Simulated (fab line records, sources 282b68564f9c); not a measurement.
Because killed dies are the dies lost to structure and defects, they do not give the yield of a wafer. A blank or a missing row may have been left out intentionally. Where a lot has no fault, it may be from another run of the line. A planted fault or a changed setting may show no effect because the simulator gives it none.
Problem report, 8D (eight disciplines) form, completed by code	flow rit cmos	the parts of the form that need people (team, actions taken, sign-off) are left out

== 1. WHAT WENT WRONG ==
Wafers without a fault read 100.00 mTorr, standard deviation 0.092; chamber pressure mTorr at RIT_M1_METAL_ETCH_12 reads a mean of 79.96 mTorr on 3 wafers belonging to 2 lots. So: -99 or more standard deviations from the usual mean.
The step: etches Al in Cl2/BCl3, stops on SiO2, time 165 s, target depth 600 nm.
Seen first at day 5 15:35 on rie metal-02, wafer L389.2. The record holds 42 wafers of 14 lots with a number at this step. Rule for "out" (also "out of limits"): further than 4 standard deviations from the usual mean. The other wafers with a number count as sound.

== 2. WHAT IT IS, AND WHAT IT ISN'T ==
question	is	is not
which readings at this step	chamber pressure mTorr	drypump motor current A, oes product au, throttle valve pct
which lots	L389, L391	L379, L380, L381, L384, L386, L387, L396, L397, L398, L400, L401, L402
which wafers of those lots	L389.2, L391.4, L391.5	L389.4, L389.6, L391.3
read on which tools	rie metal-02	rie metal-01, rie metal-03
when	from day 5 15:35	up to then (20 sound wafers); but 19 sound wafers of L391, L396, L397, L398, L400, L401, L402 came after

== 3. THE SUSPECTS, EACH WITH WHAT RULES IT OUT ==
Counting: if a tool at a process step up to the reading ran every lot that is out, it stays a suspect. Sound lots after the first of them don't rule it out here, since some wafers of a struck lot are sound.
- rie metal-02 at RIT_M1_METAL_ETCH_12 (etches Al in Cl2/BCl3, stops on SiO2, time 165 s, target depth 600 nm): kept. Ran every lot that is out, first one L389 (day 5 15:35); last sound lot up to then L387 (day 5 03:49). Out on those wafers are its own readings of chamber pressure mTorr.
- At RIT_M1_METAL_ETCH_12 on rie metal-02, chamber 0 took the sound wafers of the same lots and chamber 1 took the wafers that are out.
Left after counting: rie metal-02 at RIT_M1_METAL_ETCH_12.

== 4. THE CAUSE (what the simulator had put in) ==
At RIT_M1_METAL_ETCH_12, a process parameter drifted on rie metal-02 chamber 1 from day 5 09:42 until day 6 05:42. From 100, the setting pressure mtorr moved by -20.
The count eliminated every tool but this one.

== 5. SEQUENCE OF EFFECTS, ordered by route ==
One row per reading whose mean, taken over the struck wafers that have a number, lies over 3 standard deviations from the usual. Only readings whose record carries a usual standard deviation are examined. hours: median over the lots of the time between each lot's start at the first step of this table that gives one and its start at this step. sigmas: the change, counted in usual standard deviations.
hours	step	reading	usual	on struck wafers	change	sigmas
0	RIT_M1_METAL_ETCH_12	chamber pressure mTorr	100.00 mTorr	79.96	-20.04	-99 or more
It contains these process steps:
- RIT_M1_METAL_ETCH_12: etches Al in Cl2/BCl3, stops on SiO2, time 165 s, target depth 600 nm.

== 6. HOW IT WOULD HAVE BEEN CAUGHT EARLIER ==
6 hours passed between the start of the fault at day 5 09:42 and the first reading out of limits in this record, taken at day 5 15:35.
